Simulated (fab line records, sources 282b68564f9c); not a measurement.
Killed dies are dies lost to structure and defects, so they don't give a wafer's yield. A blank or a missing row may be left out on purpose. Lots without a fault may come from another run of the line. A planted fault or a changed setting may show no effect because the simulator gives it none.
fab line records | flow rit_cmos
record lots=6 wafers=18 last_day=7
route steps=202 shown M1@185
lots that met no fault: from a run of the same line without faults
start_h: hours from the record's first day to the start of the lot's first wafer shown | wait_h: hours since the lot's step before | " the same as in the row above | L1.1+2: a row that stands for several wafers | - no value, or no start given | * or withheld: withheld | < > ~ a bound
route shown NAME@n: a module of which the file shows steps, and the number in the route of the first | usual: mean/standard deviation of fault-free wafers | same: alike in all rows | chamber/n: place in a boat | sites: the reading at each site | _std_site: their standard deviation | _edge_site: outer sites' mean less inner sites' | radius_mm: how far each site lies from the wafer's centre | mask NAME#n: copy n | behind: the tool/chamber that last shaped the wafer | hold: why the lot was held/for how many hours/how that ended | device: the transistor (n, p or np) that didn't switch | end of line: the same wafers' tests at the end of the route | a step without rows: its recipe alone | killed: dies lost to structure and defects at the first sort, not the wafer's yield | map: a wafer's dies, x killed, . not, _ none there
set.NAME: the setting as run; set.NAME@STEP: as run at that earlier step | model.NAME: the simulator's own value behind a step, which no gauge read
lots at some steps of the route; a table a step, a row a wafer
services: from which hour (start_h, from the record's first day; less than 0 if before it) a tool's chamber was out of use, for how many hours, and why
## steps
# step RIT_M1_RS_MEAS_01
# recipe thk_meas_gauge=four-point-probe reads=Al_of_M1_SPUTTER_00
# usual M1_AL_RS=0.0732/0.00067
# columns lot.wafer tool chamber start_h wait_h M1_AL_RS[ohm/sq]
L742.1 film_metro-01 - 57.81 0.1 0.0733
L742.3 " - " " 0.0725
L742.6 " - " " 0.0725
L749.2 film_metro-02 - 94.36 0.2 0.0722
L749.4 " - " " 0.0731
L749.6 " - " " 0.0727
L751.2 film_metro-02 - 105.34 0.2 0.0736
L751.3 " - " " 0.0731
L751.6 " - " " 0.0733
L755.3 film_metro-01 - 129.16 0.2 0.0738
L755.4 " - " " 0.0741
L755.6 " - " " 0.0741
L757.2 film_metro-04 - 142.99 0.2 0.0725
L757.5 " - " " 0.0740
L757.6 " - " " 0.0735
L760.2 film_metro-01 - 158.80 0.2 0.0722
L760.4 " - " " 0.0717
L760.6 " - " " 0.0718
# step RIT_M1_THK_MEAS_02
# recipe thk_meas_gauge=xrf reads=Al_of_M1_SPUTTER_00
# usual M1_AL_THK=402/3.5
# columns lot.wafer tool chamber start_h wait_h M1_AL_THK[nm]
L742.1 film_metro-01 - 57.93 0.1 401
L742.3 " - " " 407
L742.6 " - " " 406
L749.2 film_metro-02 - 94.47 0.1 408
L749.4 " - " " 405
L749.6 " - " " 404
L751.2 film_metro-02 - 105.45 0.1 399
L751.3 " - " " 403
L751.6 " - " " 399
L755.3 film_metro-01 - 129.26 0.1 400
L755.4 " - " " 399
L755.6 " - " " 400
L757.2 film_metro-04 - 143.10 0.1 407
L757.5 " - " " 397
L757.6 " - " " 400
L760.2 film_metro-01 - 158.91 0.1 409
L760.4 " - " " 411
L760.6 " - " " 408
# step RIT_M1_HMDS_03
# recipe prime_time_s=60 prime_temp_c=140
# step RIT_M1_COAT_04
# recipe resist=NOVOLAK spin_rpm=2000 resist_thk_nm=1300
# step RIT_M1_SOFTBAKE_05
# recipe resist=NOVOLAK temp_c=90 time_s=60
# step RIT_M1_EXPOSE_06
# recipe mask_id=M12 na=0.6 source_shape=conventional sigma_outer=0.5 target_cd_nm=2600 dose_mj=250
# step RIT_M1_PEB_07
# recipe resist=NOVOLAK temp_c=withheld time_s=withheld
# step RIT_M1_DEVELOP_08
# recipe resist=NOVOLAK develop_time_s=68 dev_temp_c=23
# step RIT_M1_CD_MEAS_09
# recipe target_cd_nm=2600
# usual cd_nm=2599.8/2.2
# columns lot.wafer tool chamber start_h wait_h cd_nm
L742.1 cd_sem-01 - 58.87 - 2601.7
L742.3 " - " " 2601.6
L742.6 " - " " 2600.5
L749.2 cd_sem-02 - 95.42 - 2602.4
L749.4 " - " " 2602.8
L749.6 " - " " 2601.2
L751.2 cd_sem-01 - 106.52 - 2598.0
L751.3 " - " " 2597.8
L751.6 " - " " 2597.3
L755.3 cd_sem-01 - 130.22 - 2598.3
L755.4 " - " " 2598.8
L755.6 " - " " 2599.2
L757.2 cd_sem-01 - 144.05 - 2598.0
L757.5 " - " " 2599.4
L757.6 " - " " 2599.0
L760.2 cd_sem-02 - 160.07 - 2596.3
L760.4 " - " " 2600.7
L760.6 " - " " 2598.7
# step RIT_M1_OVL_MEAS_10
# usual M1_OVL=0.6/1.5
# columns lot.wafer tool chamber start_h wait_h M1_OVL[nm]
L742.1 overlay-01 - 58.99 0.1 -0.2
L742.3 " - " " -0.9
L742.6 " - " " 1.8
L749.2 overlay-01 - 95.53 0.1 -1.2
L749.4 " - " " -1.2
L749.6 " - " " 2.2
L751.2 overlay-01 - 106.63 0.1 2.7
L751.3 " - " " 3.8
L751.6 " - " " 2.5
L755.3 overlay-02 - 130.31 0.1 1.1
L755.4 " - " " 1.5
L755.6 " - " " -0.4
L757.2 overlay-01 - 144.16 0.1 1.2
L757.5 " - " " 2.2
L757.6 " - " " 0.3
L760.2 overlay-01 - 160.18 0.1 1.6
L760.4 " - " " -0.5
L760.6 " - " " 0.6
# step RIT_M1_HARDBAKE_11
# recipe resist=NOVOLAK temp_c=140 time_s=120
# step RIT_M1_METAL_ETCH_12
# recipe stop_on=SiO2 chemistry=Cl2/BCl3 target=Al time_s=165 over_etch_frac=0.5 pressure_mtorr=100 target_depth_a=6000 rf_w=250 Cl2_flow_sccm=60 bcl3_flow_sccm=50
# usual drypump_motor_current_A=5.7/0.42 oes_product_au=0.780/0.011 throttle_valve_pct=8.30/0.092
# columns lot.wafer tool chamber start_h wait_h drypump_motor_current_A oes_product_au rf_hours_counter_h throttle_valve_pct
L742.1 rie_metal-01 1 59.28 0.2 6.5 0.776 1 8.39
L742.3 " 1 " " 6.5 0.766 - 8.41
L742.6 " 0 " " 5.8 0.795 - 8.24
L749.2 rie_metal-01 0 95.81 0.2 5.7 0.807 1 8.25
L749.4 " 1 " " 6.5 0.773 - 8.39
L749.6 " 1 " " 6.5 0.773 - 8.41
L751.2 rie_metal-02 0 106.91 0.2 5.5 0.769 4 8.36
L751.3 " 0 " " 5.5 0.784 - 8.37
L751.6 " 0 " " 5.5 0.782 - 8.37
L755.3 rie_metal-01 1 130.64 0.2 6.5 0.766 - 8.41
L755.4 " 0 " " 5.7 0.788 - 8.25
L755.6 " 0 " " 5.7 0.790 - 8.24
L757.2 rie_metal-02 0 144.44 0.2 5.5 0.774 5 8.37
L757.5 " 0 " " 5.5 0.773 - 8.38
L757.6 " 1 " " 5.4 0.773 - 8.28
L760.2 rie_metal-02 1 160.57 0.2 5.4 0.783 5 8.27
L760.4 " 0 " " 5.5 0.789 - 8.36
L760.6 " 1 " " 5.4 0.779 - 8.27
# step RIT_M1_STRIP_13
# recipe chemistry=nmp resist=NOVOLAK temp_c=80 time_s=600 dry=n2_spin
# usual bath_guard_temp_C=79.9/0.41 bath_heat_duty_pct=16.3/1.7
# columns lot.wafer tool chamber start_h wait_h bath_guard_temp_C bath_heat_duty_pct model.NOVOLAK_of_M1_COAT_04.thk_nm
L742.1 wet_bench-01 0 59.44 0.1 80.1 16.9 0
L742.3 " 0 " " 80.6 17.5 0
L742.6 " 0 " " 80.5 19.5 0
L749.2 wet_bench-03 3 95.97 0.1 - - 820.3
L749.4 " 3 " " - - 808.8
L749.6 " 3 " " - - 807.1
L751.2 wet_bench-02 0 107.07 0.1 - - 797
L751.3 " 0 " " - - 799.9
L751.6 " 0 " " - - 800.6
L755.3 wet_bench-02 3 130.75 0.1 80.7 15.2 0
L755.4 " 3 " " 80.2 13.4 0
L755.6 " 3 " " 80.5 15.1 0
L757.2 wet_bench-03 3 144.60 0.1 80.0 16.8 0
L757.5 " 3 " " 79.6 18.5 0
L757.6 " 3 " " 79.6 19.3 0
L760.2 wet_bench-01 2 160.73 0.1 80.5 17.2 0
L760.4 " 2 " " 80.3 15.8 0
L760.6 " 2 " " 80.6 16.2 0
# step RIT_M1_STRIP_14
# recipe chemistry=O2 time_s=180 platen_temp_c=withheld power_w=500 pressure_mtorr=4000 o2_flow_sccm=4000
# usual chamber_pressure_mTorr=4000/3.9 drypump_motor_current_A=5.5/0.37
# columns lot.wafer tool chamber start_h wait_h chamber_pressure_mTorr drypump_motor_current_A rf_hours_counter_h
L742.1 plasma_asher-04 1 59.62 0.0 3999 4.9 42
L742.3 " 0 " " 4002 5.0 -
L742.6 " 0 " " 3994 5.1 -
L749.2 plasma_asher-03 1 96.14 0.0 3998 5.8 32
L749.4 " 1 " " 4002 5.8 -
L749.6 " 0 " " 4002 6.2 -
L751.2 plasma_asher-03 0 107.25 0.0 4001 6.2 33
L751.3 " 1 " " 4005 5.7 -
L751.6 " 0 " " 4004 6.1 -
L755.3 plasma_asher-04 1 130.98 0.1 4002 5.0 -
L755.4 " 0 " " 3997 5.1 -
L755.6 " 1 " " 4001 4.9 -
L757.2 plasma_asher-01 1 144.79 0.0 3997 5.4 3
L757.5 " 1 " " 4005 5.4 -
L757.6 " 0 " " 3994 5.5 -
L760.2 plasma_asher-01 0 160.90 0.0 3997 5.5 5
L760.4 " 0 " " 3996 5.5 -
L760.6 " 0 " " 4003 5.5 -
# step RIT_M1_PROBE_99
# usual defect_limited_yield=97.3/1.1 killed_at_contacts=0.1/0.31 killed_at_front_end=7.1/2.8 killed_dies=7.2/2.8 killed_open=3.5/2 killed_short=3.7/1.9 sort_bin_3_pad_short=0.1/0.22 sort_bin_5_function=1.6/0.77 sort_bin_6_memory=1.0/0.59 sort_n_pass=256.8/2.8 sort_yield_pct=97.3/1.1
# same gross_dies=264 killed_at_M0_to_M3=0 killed_at_M4_up=0 killed_at_back_side=0 killed_at_other=0
# columns lot.wafer tool chamber start_h wait_h defect_limited_yield[%] killed_at_contacts killed_at_front_end killed_dies killed_open killed_short sort_bin_3_pad_short[%] sort_bin_5_function[%] sort_bin_6_memory[%] sort_n_pass sort_yield_pct[%]
L742.1 prober-02 - 61.53 0.1 97.7 0 6 6 1 5 0 1.5 0.8 258.0 97.7
L742.3 prober-02 - 61.63 0.2 99.2 0 2 2 1 1 0 0 0.8 262.0 99.2
L742.6 prober-02 - 61.78 0.2 96.6 0 9 9 4 5 0 2.3 1.1 255.0 96.6
L749.2 prober-01 - 100.24 0.1 98.1 0 5 5 1 4 0 1.5 0.4 259.0 98.1
L749.4 prober-01 - 100.34 0.2 97.3 1 6 7 2 5 0 1.5 1.1 257.0 97.3
L749.6 prober-01 - 100.44 0.2 97.3 0 7 7 2 5 0 0.8 1.9 257.0 97.3
L751.2 prober-01 - 110.07 0.1 97.0 0 8 8 3 5 0 2.3 0.8 256.0 97.0
L751.3 prober-01 - 110.12 0.2 98.1 0 5 5 5 0 0 0.8 1.1 259.0 98.1
L751.6 prober-01 - 110.27 0.2 97.3 0 7 7 7 0 0 1.1 1.5 257.0 97.3
L755.3 prober-01 - 135.61 0.2 96.6 0 9 9 2 7 0 2.7 0.8 255.0 96.6
L755.4 prober-01 - 135.66 0.2 96.6 0 9 9 5 4 0 1.9 1.5 255.0 96.6
L755.6 prober-01 - 135.76 0.2 93.6 0 17 17 6 11 0.4 3.4 2.7 247.0 93.6
L757.2 prober-01 - 149.02 0.1 96.6 0 9 9 4 4 0 2.3 1.1 255.0 96.6
L757.5 prober-01 - 149.17 0.2 97.3 0 7 7 2 4 0.4 1.1 1.1 257.0 97.3
L757.6 prober-01 - 149.22 0.2 98.1 0 5 5 1 4 0 1.1 0.8 259.0 98.1
# killed by level:class
L742.1 FOX2:geometric_particle:short=3 GATE:geometric_particle:open=1 GATE:geometric_particle:short=1 REOX:geometric_particle:short=1
L742.3 FOX2:geometric_particle:open=1 SILICIDE:geometric_particle:short=1
L742.6 GATE:geometric_particle:short=2 GATE:geometric_particle:open=2 SPACER:geometric_particle:short=2 REOX:geometric_particle:open=1 SPACER:geometric_particle:open=1 SILICIDE:geometric_particle:short=1
L749.2 FOX1:geometric_particle:short=2 GATE:geometric_particle:short=1 GATE:geometric_particle:open=1 SPACER:geometric_particle:short=1
L749.4 GATE:geometric_particle:short=2 FOX1:geometric_particle:open=1 FOX2:geometric_particle:short=1 SPACER:geometric_particle:open=1 SPACER:geometric_particle:short=1 CONTACT:geometric_particle:short=1
L749.6 GATE:geometric_particle:short=4 FOX1:geometric_particle:open=1 SPACER:geometric_particle:open=1 SILICIDE:geometric_particle:short=1
L751.2 GATE:geometric_particle:short=3 FOX1:geometric_particle:short=2 GATE:geometric_particle:open=2 FOX1:geometric_particle:open=1
L751.3 SPACER:geometric_particle:open=2 FOX1:geometric_particle:open=1 FOX2:geometric_particle:open=1 GATE:geometric_particle:open=1
L751.6 GATE:geometric_particle:open=4 FOX1:geometric_particle:open=2 FOX2:geometric_particle:open=1
L755.3 GATE:geometric_particle:short=3 SPACER:geometric_particle:short=2 FOX1:geometric_particle:short=1 REOX:geometric_particle:open=1 REOX:geometric_particle:short=1 SPACER:geometric_particle:open=1
L755.4 GATE:geometric_particle:open=4 GATE:geometric_particle:short=2 FOX1:geometric_particle:short=1 REOX:geometric_particle:short=1 SILICIDE:geometric_particle:open=1
L755.6 GATE:geometric_particle:short=4 SILICIDE:geometric_particle:short=3 GATE:geometric_particle:open=2 FOX2:geometric_particle:open=2 REOX:geometric_particle:short=2 FOX1:geometric_particle:open=1 FOX1:geometric_particle:short=1 SPACER:geometric_particle:short=1
L757.2 GATE:geometric_particle:short=3 GATE:geometric_particle:open=2 REOX:geometric_particle:open=2 REOX:geometric_particle:short=1 PSD:coat_microbubble_printed=1
L757.5 FOX2:geometric_particle:short=2 SPACER:geometric_particle:short=2 FOX2:geometric_particle:open=1 SILICIDE:geometric_particle:open=1 PSD:coat_microbubble_printed=1
L757.6 FOX1:geometric_particle:short=2 GATE:geometric_particle:short=1 GATE:geometric_particle:open=1 SILICIDE:geometric_particle:short=1
## services
# columns tool chamber start_h hours kind
plasma_asher-01 - 87.05 0.5 repair
rie_metal-01 0 107.52 4.6 repair
plasma_asher-01 - 108.75 9.0 pm
plasma_asher-01 0 108.75 9.0 vent_cycle
plasma_asher-01 1 108.75 9.0 vent_cycle
rie_metal-02 1 116.81 6.6 repair
plasma_asher-01 0 117.75 - clean
plasma_asher-01 1 117.75 - clean
wet_bench-01 - 123.79 3.6 repair
rie_metal-02 0 124.37 7.2 repair
## key
first_sign step=RIT_M1_STRIP_13 reading=tool_record direction=missing
effect none on later readings
model_effect step=RIT_M1_STRIP_13 value=NOVOLAK_of_M1_COAT_04.thk_nm without=0 struck=805.6
met_at RIT_M1_STRIP_13
struck_wafers L749.2,L749.4,L749.6,L751.2,L751.3,L751.6
fault kind=skipped_step_whole tool=wet_bench-02,wet_bench-03 chamber=- onset_h=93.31 steps=RIT_M1_STRIP_13 scope=struck_lots_only
